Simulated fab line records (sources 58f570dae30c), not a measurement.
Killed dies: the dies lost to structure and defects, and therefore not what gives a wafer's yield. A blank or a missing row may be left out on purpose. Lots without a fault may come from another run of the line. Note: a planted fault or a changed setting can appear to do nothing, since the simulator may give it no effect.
Which tool was responsible? -- flow berkeley-cmos170 -- 14 lots, 41 wafers sampled, at 3 steps of a route of 331

== WHAT THE GAUGES SHOWED, per wafer ==
UCB170_PFIELD_TW_MEAS_09.
lot,measured,on,PFIELD_TW
L789,day 4 18:39,film-metro-01,606 603 608
L790,day 4 19:07,film-metro-02,593 595 597
L791,day 5 01:01,film-metro-02,598 597 594
L792,day 5 01:13,film-metro-02,597 594 594
L794,day 5 12:57,film-metro-01,604 606 607
L793,day 5 13:14,film-metro-01,612 607 606
L796,day 5 23:44,film-metro-01,604 608 602
L795,day 6 00:09,film-metro-04,598 597 596
L801,day 7 01:10,film-metro-01,601 603
L800,day 7 01:32,film-metro-04,596 593 596
L802,day 7 09:50,film-metro-02,600 601 597
L809,day 9 01:37,film-metro-02,596 594 594
L810,day 9 02:13,film-metro-01,601 604 598
L812,day 9 08:04,film-metro-04,594 594 595

UCB170_NVT_TW_MEAS_09.
lot,measured,on,NVT_TW
L789,day 6 00:46,film-metro-04,520 521 520
L790,day 6 00:59,film-metro-04,521 521 521
L791,day 6 06:34,film-metro-04,520 517 515
L792,day 6 06:35,film-metro-02,520 516 519
L794,day 6 15:52,film-metro-01,527 526 526
L793,day 6 15:41,film-metro-02,520 519 517
L796,day 7 04:26,film-metro-01,527 526 526
L795,day 7 04:39,film-metro-01,524 526 522
L801,day 8 07:52,film-metro-01,529 523
L800,day 8 07:37,film-metro-04,519 516 517
L802,day 8 15:29,film-metro-02,519 523 517
L809,day 10 04:13,film-metro-02,519 518 521
L810,day 10 04:31,film-metro-04,517 517 520
L812,day 10 12:47,film-metro-02,518 518 517

UCB170_GATE_THK_MEAS_05.
lot,measured,on,GATE_POLY_THK (nm)
L789,day 6 15:21,film-metro-04,213.8 213.4 213.9
L790,day 6 15:20,film-metro-01,213.2 212.1 210.3
L791,day 6 21:25,film-metro-03,214.4 213.2 212.3
L792,day 6 21:24,film-metro-04,211.8 213.3 213.0
L794,day 7 08:56,film-metro-03,210.4 212.2 210.0
L793,day 7 08:57,film-metro-04,214.1 215.4 214.8
L796,day 7 19:10,film-metro-01,211.9 213.0 211.6
L795,day 7 19:08,film-metro-03,213.6 211.0 212.2
L801,day 8 23:32,film-metro-03,210.4 210.2
L800,day 8 23:32,film-metro-01,208.6 207.0 206.6
L802,day 9 04:39,film-metro-04,213.6 211.5 211.9
L809,day 10 19:25,film-metro-01,211.6 212.3 212.7
L810,day 10 19:25,film-metro-04,214.0 212.1 213.1
L812,day 11 01:01,film-metro-01,212.3 209.0 209.7

== TOOL THAT RAN EACH LOT (tool first, then ch and the chambers of the sampled wafers, then the start) ==
The record shows no process step preceding these readings.

== AS READ BY THE TOOLS THEMSELVES (means over the sampled wafers that have a number; for cases with no such wafer, the mark the record gives instead) ==
The record holds no such reading with a usual standard deviation.

== THE ANSWER, worked out from the rows above alone ==
Rule: what is usual is taken from the lots themselves. Put in order of their means at a reading, lots are off if they are a third of the lots or fewer, leave a main group of 4 or more, and stand apart from it by a gap of 3 or more times the standard deviation of the main group's means; of several such gaps the widest counts. Not used: any main group whose means are identical at the precision the tables above print for the reading. Also off: a lot with no number at a reading for which 4 or more lots have one. Where the step has rows for the other lots, those lots are counted as sound. First the gauges in route order, then the tools' own readings, where a lot's mean is used as printed above. At the first step where some lot is off, the reading lying furthest off is the one used; lots without a number count as furthest.
Nothing can be told from this: no lot is off at any reading shown.

== WHAT THE SIMULATOR PUT IN ==
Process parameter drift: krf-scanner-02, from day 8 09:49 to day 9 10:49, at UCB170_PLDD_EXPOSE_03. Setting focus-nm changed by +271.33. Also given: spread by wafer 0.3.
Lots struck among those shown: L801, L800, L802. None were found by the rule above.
